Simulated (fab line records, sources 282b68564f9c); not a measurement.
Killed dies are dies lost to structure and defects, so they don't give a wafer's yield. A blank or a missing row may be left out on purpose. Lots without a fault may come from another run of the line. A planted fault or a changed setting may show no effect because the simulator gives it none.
A struck lot beside a sound one | flow rit_cmos | 14 steps out of a route of 202
Sound: wafers L977.1, L977.5, L977.6. Struck: wafers L992.2, L992.3, L992.4. The cause comes at the end.
At each step with rows: each side's tool, then ch and its chambers, then its first start. Under that, the readings that differ: sound wafers | struck wafers | difference of the means | sigmas: that difference in standard deviations of wafers without a fault.
alike: readings whose means differ by less than 2 such deviations, and words and numbers that are the same on both sides. not compared: withheld readings, readings that some wafer has no value for, bounds like >300 that may hide the same value, and numbers for which the record gives no deviation and whose values overlap.
The two part at a step that has a row with sigmas, a row that says differs or no value, or rows on one side only. Numbers that don't overlap but have no deviation are shown without sigmas and don't part them. A reading that every wafer of one side lacks parts them only if that side has two wafers or more.

RIT_SILICIDE_SPUTTER_01: material Ti, target thk 30 nm, time 240 s.
  sound on pvd_sputter-02, day 4 17:55; struck on pvd_sputter-04, day 7 17:56
  alike: throttle_valve_pct
RIT_SILICIDE_RS_MEAS_02: measures by four-point-probe.
  sound on film_metro-02, day 4 18:04; struck on film_metro-04, day 7 18:07
  alike: SILICIDE_TI_RS
RIT_SILICIDE_THK_MEAS_03: measures by xrf.
  sound on film_metro-02, day 4 18:11; struck on film_metro-04, day 7 18:13
  alike: SILICIDE_TI_THK
RIT_SILICIDE_RTA_04: time 10 s, ramp up 5 s, ramp down 5 s.
  sound on rtp_anneal-02 ch 0, day 4 18:15; struck on rtp_anneal-01 ch 0, day 7 18:17
  alike: wafer_temp_C_max
then, 1 step without rows for these wafers: RIT_SILICIDE_WET_ETCH_05 (etches Ti in SPM, time 120 s).
RIT_SILICIDE_RTA_06: time 10 s, ramp up 5 s, ramp down 10 s.
  sound on rtp_anneal-01 ch 0, day 4 18:24; struck on rtp_anneal-02 ch 0, day 7 18:23
  alike: wafer_temp_C_max
RIT_CONTACT_CVD_00: deposits SiO2 from TEOS, target thk 400 nm, time 61 s.
  sound on pecvd-03 ch 0,1,2, day 4 18:28; struck on pecvd-03 ch 0,1,2, day 7 18:27
  alike: heater_power_w, rf_fwd_power_W
  not compared: since_wet_clean_h
RIT_CONTACT_THK_MEAS_01:
  sound on film_metro-03, day 4 18:31; struck on film_metro-04, day 7 18:31
  alike: CONTACT_TEOS_THK
then, 4 steps without rows for these wafers: RIT_CONTACT_HMDS_02 (prime time 60 s); RIT_CONTACT_COAT_03 (resist thk 983.7 nm); RIT_CONTACT_SOFTBAKE_04 (time 60 s); RIT_CONTACT_EXPOSE_05 (exposes mask M11, target cd 1000 nm).
RIT_CONTACT_PEB_06:
  sound on litho_track-01 ch 0, day 4 19:09; struck on litho_track-03, day 7 19:11
  reading         | sound          | struck | difference                    | sigmas
  exhaust_pa (Pa) | 45.0 45.5 45.0 | - - -  | no value on the struck wafers |
  not compared: chill_plate_temp_C
then, 1 step without rows for these wafers: RIT_CONTACT_DEVELOP_07 (develop time 120 s).

WHERE THEY PART
Only at RIT_CONTACT_PEB_06, within this record.

WHY: what the simulator had put in
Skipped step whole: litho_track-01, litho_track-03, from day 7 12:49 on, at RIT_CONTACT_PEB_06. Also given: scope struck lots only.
